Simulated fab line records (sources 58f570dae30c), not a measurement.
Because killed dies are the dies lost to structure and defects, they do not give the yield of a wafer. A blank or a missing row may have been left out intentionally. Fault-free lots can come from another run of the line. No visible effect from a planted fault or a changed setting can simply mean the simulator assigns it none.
fab line records	flow berkeley-cmos170
[record] lots = 14	wafers = 42	last-day = 12
route steps=331 shown ZERO@13 NWELL@15 PWELL@37 ACTIVE@63
lots with no fault: from the same line, run without faults
start-h: hours from the record's opening day to when the first of the lot's shown wafers began	wait-h: hours from the lot's prior step to this one	" identical to the entry in the row above	L1.1+2: a row that stands for several wafers	- value missing, or start not given	* or withheld: withheld	< > ~ a bound
route shown NAME@n: names a module that has steps shown in the file, with the first one's number in the route	usual: mean/standard deviation of fault-free wafers	same: alike in all rows	chamber/n: place in a boat	sites: per-site readings	_std_site: the standard deviation of these	_edge_site: outer sites' mean less inner sites'	radius-mm: for every site, how far away it sits from the centre of the wafer	mask NAME#n: copy n	behind: tool/chamber where the wafer was last shaped	hold: cause of the lot's hold/its duration in hours/its outcome	device: whichever transistor did not switch (one of n, p or np)	end of line: tests of these same wafers at the route's end	a step given without rows: its recipe and nothing more	killed: count of dies lost to structure and defects at first sort (not the wafer's yield)	map: per-die view of a wafer (x killed, . not killed, _ where there is no die)
set.NAME: setting as actually run; set.NAME@STEP: the setting as run at that earlier step	model.NAME: the simulator's own value behind a step, which no gauge read
the route's steps for a sample of lots (tables are steps, rows are wafers)
services: from which hour (start-h, from the record's first day; less than 0 if before it) a tool's chamber was out of use, for how many hours, and why
[[steps]]
[step UCB170_ZERO_STRIP_07]
[recipe] chemistry = O2	power-w = 400	pressure-mtorr = 3500	platen-temp-c = withheld	o2-flow-sccm = 400	overash-fraction = 0.5
[usual] chamber-pressure-mTorr = 3500/3.4	drypump-motor-current-A = 6.08/0.22	o2-flow-sccm = 400.1/1.1	oes-product-au = 0.727/0.0046	strip-time-to-endpoint-s = 21.49/0.062
lot.wafer	tool	chamber	start-h	wait-h	chamber-pressure-mTorr	drypump-motor-current-A	o2-flow-sccm	oes-product-au	rf-hours-counter-h	strip-time-to-endpoint-s
L718.1	plasma-asher-02	0	45.34	0.0	3498	5.66	400.2	0.720	28	21.54
L718.4	"	0	"	"	3508	5.64	399.9	0.736	-	21.54
L718.5	"	0	"	"	3501	5.65	400.2	0.721	-	21.49
L719.1	plasma-asher-01	1	45.58	0.0	3497	6.09	400.7	0.729	29	21.55
L719.4	"	1	"	"	3496	6.12	399.7	0.719	-	21.54
L719.5	"	0	"	"	3500	6.15	399.8	0.722	-	21.53
L721.1	plasma-asher-04	0	52.39	0.0	3500	6.45	400.8	0.726	32	21.44
L721.2	"	1	"	"	3491	6.11	401.7	0.723	32	21.42
L721.4	"	0	"	"	3494	6.44	400.3	0.727	-	21.41
L722.1	plasma-asher-02	1	52.63	0.0	3503	6.15	399.5	0.725	29	21.48
L722.3	"	0	"	"	3504	5.67	399.0	0.730	-	21.50
L722.4	"	1	"	"	3497	6.16	399.1	0.728	-	21.43
L723.1	plasma-asher-04	1	56.90	0.0	3502	6.12	400.8	0.727	32	21.48
L723.3	"	1	"	"	3497	6.13	399.1	0.727	-	21.53
L723.5	"	1	"	"	3500	6.11	398.9	0.725	-	21.51
L724.2	plasma-asher-01	1	62.85	0.0	3499	6.10	399.8	0.729	30	21.43
L724.4	"	1	"	"	3504	6.09	400.6	0.719	-	21.39
L724.6	"	0	"	"	3500	6.12	400.3	0.729	-	21.40
L725.4	plasma-asher-01	1	63.30	0.0	3498	6.11	400.9	0.724	-	21.41
L725.5	"	1	"	"	3495	6.10	401.7	0.728	-	21.47
L725.6	"	0	"	"	3502	6.17	400.2	0.727	-	21.41
L726.3	plasma-asher-01	0	72.69	0.0	3502	6.14	398.7	0.733	-	21.51
L726.4	"	1	"	"	3501	6.08	401.8	0.729	-	21.50
L726.6	"	1	"	"	3499	6.02	401.5	0.729	-	21.48
L727.3	plasma-asher-01	0	75.73	0.0	3497	6.16	400.1	0.730	-	21.54
L727.5	"	0	"	"	3499	6.15	400.8	0.726	-	21.45
L727.6	"	1	"	"	3503	6.06	400.8	0.730	-	21.51
L729.2	plasma-asher-01	0	87.93	0.0	3505	6.16	402.9	0.725	33	21.63
L729.3	"	1	"	"	3500	6.06	399.4	0.721	-	21.55
L729.4	"	0	"	"	3503	6.14	400.7	0.730	-	21.61
L731.1	plasma-asher-04	1	94.55	0.0	3504	6.09	401.2	0.730	34	21.48
L731.3	"	1	"	"	3502	6.06	400.6	0.726	-	21.45
L731.4	"	0	"	"	3502	6.44	399.4	0.732	-	21.50
L733.3	plasma-asher-02	0	109.38	0.0	3500	5.63	400.8	0.729	-	21.40
L733.4	"	1	"	"	3495	6.16	399.6	0.733	-	21.41
L733.5	"	0	"	"	3500	5.67	400.6	0.722	-	21.42
L734.3	plasma-asher-01	0	109.39	0.0	3498	6.16	398.4	0.729	-	21.53
L734.4	"	1	"	"	3504	6.06	401.1	0.724	-	21.47
L734.5	"	0	"	"	3500	6.15	398.6	0.736	-	21.51
L739.1	plasma-asher-04	0	134.25	0.0	3502	6.44	399.9	0.738	2	21.54
L739.2	"	1	"	"	3501	6.08	400.9	0.727	2	21.48
L739.6	"	0	"	"	3504	6.45	399.2	0.730	-	21.48
[step UCB170_NWELL_OXIDATION_01]
[recipe] temp-c = 1000	ambient = O2	target-thk-a = 264	ox-time-s = 1260
[usual] spike-tc-load-C = 1025.9/1.1
lot.wafer	tool	chamber	start-h	wait-h	spike-tc-load-C
L718.1	furnace-01	0	52.29	6.8	1026.1
L718.4	"	0	"	"	1025.2
L718.5	"	0	"	"	1026.1
L719.1	furnace-01	0	52.29	6.5	1026.8
L719.4	"	0	"	"	1026.6
L719.5	"	0	"	"	1026.7
L721.1	furnace-02	0	57.16	3.0	1026.5
L721.2	"	0	"	"	1025.5
L721.4	"	0	"	"	1026.7
L722.1	furnace-02	0	57.16	3.0	1025.6
L722.3	"	0	"	"	1025.6
L722.4	"	0	"	"	1024.9
L723.1	furnace-01	0	61.65	3.4	1026.6
L723.3	"	0	"	"	1024.5
L723.5	"	0	"	"	1024.8
L724.2	furnace-02	0	67.86	4.8	1028.5
L724.4	"	0	"	"	1025.3
L724.6	"	0	"	"	1025.7
L725.4	furnace-02	0	67.86	4.3	1025.5
L725.5	"	0	"	"	1026.6
L725.6	"	0	"	"	1023.5
L726.3	furnace-01	0	75.77	2.9	1025.4
L726.4	"	0	"	"	1025.8
L726.6	"	0	"	"	1025.0
L727.3	furnace-01	0	80.12	4.3	1024.8
L727.5	"	0	"	"	1025.8
L727.6	"	0	"	"	1025.4
L729.2	furnace-04	0	92.94	2.6	1026.4
L729.3	"	0	"	"	1026.6
L729.4	"	0	"	"	1026.1
L731.1	furnace-02	0	99.15	4.4	1024.2
L731.3	"	0	"	"	1028.0
L731.4	"	0	"	"	1025.7
L733.3	furnace-02	0	114.10	4.6	1026.4
L733.4	"	0	"	"	1023.9
L733.5	"	0	"	"	1025.5
L734.3	furnace-02	0	114.10	4.6	1026.2
L734.4	"	0	"	"	1025.8
L734.5	"	0	"	"	1025.7
L739.1	furnace-04	0	138.61	2.6	1027.9
L739.2	"	0	"	"	1025.1
L739.6	"	0	"	"	1026.4
[step UCB170_NWELL_THK_MEAS_02]
[recipe] reads = SiO2_of_NWELL_OXIDATION_01
[usual] NWELL_OXIDE_THK = 26.3/0.47
lot.wafer	tool	chamber	start-h	wait-h	NWELL_OXIDE_THK[nm]
L718.1	film-metro-03	-	53.64	0.0	26.3
L718.4	"	-	"	"	26.6
L718.5	"	-	"	"	26.4
L719.1	film-metro-04	-	53.64	0.0	26.6
L719.4	"	-	"	"	26.1
L719.5	"	-	"	"	26.1
L721.1	film-metro-01	-	58.51	0.0	26.0
L721.2	"	-	"	"	26.5
L721.4	"	-	"	"	26.2
L722.1	film-metro-03	-	58.51	0.0	26.5
L722.3	"	-	"	"	26.9
L722.4	"	-	"	"	26.5
L723.1	film-metro-01	-	63.00	0.0	27.2
L723.3	"	-	"	"	26.9
L723.5	"	-	"	"	26.9
L724.2	film-metro-03	-	69.22	0.0	26.7
L724.4	"	-	"	"	26.7
L724.6	"	-	"	"	26.6
L725.4	film-metro-04	-	69.24	0.0	26.4
L725.5	"	-	"	"	25.5
L725.6	"	-	"	"	26.8
L726.3	film-metro-03	-	77.14	0.0	26.4
L726.4	"	-	"	"	26.7
L726.6	"	-	"	"	26.1
L727.3	film-metro-04	-	81.49	0.0	27.1
L727.5	"	-	"	"	26.4
L727.6	"	-	"	"	26.9
L729.2	film-metro-03	-	94.30	0.0	26.1
L729.3	"	-	"	"	26.3
L729.4	"	-	"	"	26.4
L731.1	film-metro-04	-	100.50	0.0	26.0
L731.3	"	-	"	"	26.1
L731.4	"	-	"	"	26.1
L733.3	film-metro-04	-	115.47	0.0	23.9
L733.4	"	-	"	"	23.6
L733.5	"	-	"	"	23.6
L734.3	film-metro-01	-	115.47	0.0	23.6
L734.4	"	-	"	"	23.5
L734.5	"	-	"	"	23.3
L739.1	film-metro-03	-	139.96	0.0	25.5
L739.2	"	-	"	"	24.8
L739.6	"	-	"	"	24.9
[step UCB170_PWELL_THK_MEAS_03]
[recipe] reads = SiO2_of_PWELL_OXIDATION_02
[usual] PWELL_OXIDE_THK = 26.3/0.49
lot.wafer	tool	chamber	start-h	wait-h	PWELL_OXIDE_THK[nm]
L718.1	film-metro-02	-	71.35	0.0	25.7
L718.4	"	-	"	"	25.3
L718.5	"	-	"	"	25.7
L719.1	film-metro-01	-	71.35	0.0	26.6
L719.4	"	-	"	"	26.9
L719.5	"	-	"	"	26.8
L722.1	film-metro-02	-	76.17	0.0	26.3
L722.3	"	-	"	"	27.1
L722.4	"	-	"	"	26.6
L721.1	film-metro-01	-	76.20	0.1	26.3
L721.2	"	-	"	"	26.4
L721.4	"	-	"	"	25.9
L723.1	film-metro-02	-	85.74	0.0	26.2
L723.3	"	-	"	"	26.5
L723.5	"	-	"	"	26.5
L724.2	film-metro-04	-	85.76	0.0	25.3
L724.4	"	-	"	"	25.8
L724.6	"	-	"	"	25.6
L725.4	film-metro-01	-	85.77	0.0	26.2
L725.5	"	-	"	"	26.1
L725.6	"	-	"	"	25.7
L726.3	film-metro-02	-	100.52	0.0	26.3
L726.4	"	-	"	"	26.9
L726.6	"	-	"	"	26.2
L727.3	film-metro-01	-	100.52	0.0	26.7
L727.5	"	-	"	"	27.2
L727.6	"	-	"	"	26.9
L729.2	film-metro-01	-	110.38	0.0	26.1
L729.3	"	-	"	"	26.3
L729.4	"	-	"	"	26.6
L731.1	film-metro-04	-	121.82	0.0	26.1
L731.3	"	-	"	"	26.7
L731.4	"	-	"	"	26.5
L733.3	film-metro-04	-	135.81	0.0	27.1
L733.4	"	-	"	"	26.6
L733.5	"	-	"	"	26.5
L734.3	film-metro-01	-	135.81	0.0	26.1
L734.4	"	-	"	"	26.4
L734.5	"	-	"	"	26.2
L739.1	film-metro-01	-	158.20	0.0	26.4
L739.2	"	-	"	"	26.7
L739.6	"	-	"	"	26.5
[step UCB170_ACTIVE_THK_MEAS_03]
[recipe] reads = SiO2_of_ACTIVE_OXIDATION_02
[usual] ACTIVE_OXIDE_THK = 26.2/0.49
lot.wafer	tool	chamber	start-h	wait-h	ACTIVE_OXIDE_THK[nm]
L718.1	film-metro-01	-	105.02	0.0	25.6
L718.4	"	-	"	"	25.2
L718.5	"	-	"	"	25.7
L722.1	film-metro-03	-	105.02	0.0	26.1
L722.3	"	-	"	"	25.5
L722.4	"	-	"	"	25.8
L721.1	film-metro-01	-	105.08	0.1	26.4
L721.2	"	-	"	"	26.4
L721.4	"	-	"	"	26.3
L719.1	film-metro-02	-	105.12	0.1	26.7
L719.4	"	-	"	"	25.9
L719.5	"	-	"	"	26.6
L723.1	film-metro-03	-	121.14	0.0	26.4
L723.3	"	-	"	"	26.4
L723.5	"	-	"	"	26.6
L725.4	film-metro-01	-	121.17	0.0	25.9
L725.5	"	-	"	"	26.8
L725.6	"	-	"	"	26.3
L724.2	film-metro-02	-	121.17	0.0	26.7
L724.4	"	-	"	"	26.2
L724.6	"	-	"	"	26.0
L726.3	film-metro-03	-	134.54	0.0	26.0
L726.4	"	-	"	"	25.9
L726.6	"	-	"	"	25.9
L727.3	film-metro-01	-	134.54	0.0	26.3
L727.5	"	-	"	"	26.3
L727.6	"	-	"	"	26.0
L729.2	film-metro-03	-	142.98	0.0	25.5
L729.3	"	-	"	"	25.4
L729.4	"	-	"	"	25.1
L731.1	film-metro-01	-	157.07	0.0	25.9
L731.3	"	-	"	"	25.9
L731.4	"	-	"	"	26.1
L733.3	film-metro-02	-	171.14	0.0	26.1
L733.4	"	-	"	"	25.9
L733.5	"	-	"	"	26.1
L734.3	film-metro-01	-	171.15	0.0	25.6
L734.4	"	-	"	"	25.6
L734.5	"	-	"	"	26.4
L739.1	film-metro-01	-	191.95	0.2	26.5
L739.2	"	-	"	"	25.8
L739.6	"	-	"	"	25.9
[[services]]
tool	chamber	start-h	hours	kind
furnace-01	-	32.56	4.4	pm
plasma-asher-04	-	63.77	18.2	repair
furnace-02	-	82.81	3.1	pm
furnace-04	-	103.13	3.4	pm
plasma-asher-04	-	108.75	9.0	pm
plasma-asher-04	0	108.75	9.0	vent-cycle
plasma-asher-04	1	108.75	9.0	vent-cycle
furnace-01	-	114.62	2.9	pm
plasma-asher-04	0	117.75	-	clean
plasma-asher-04	1	117.75	-	clean
furnace-04	-	118.64	1.8	repair
furnace-01	-	119.04	5.1	pm
[[key]]
[first-sign] step = UCB170_NWELL_THK_MEAS_02	reading = NWELL_OXIDE_THK	direction = down	sigmas = 5.7	usual = 26.3	struck = 23.6
effect none on later readings
met-at UCB170_NWELL_OXIDATION_01
struck-lots L733,L734
tester-left-out L733,L734
not-acting-at UCB170_ZERO_STRIP_07,UCB170_PWELL_THK_MEAS_03,UCB170_ACTIVE_THK_MEAS_03
onset-between 99.15 114.10
[fault] kind = process-parameter-drift	tool = furnace-02	chamber = -	onset-h = 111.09	steps = UCB170_NWELL_OXIDATION_01	channel = ox-time-s	offset = *	shape = step	end-h = 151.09	acts-in = *	stated = *
// tester-left-out: of these lots the tester's yield and bins aren't shown, on N5 and GAA mostly nor the transistor test; their killed dies are dies lost to structure and defects alone, not to doping, threshold or leakage, so they don't give the yield
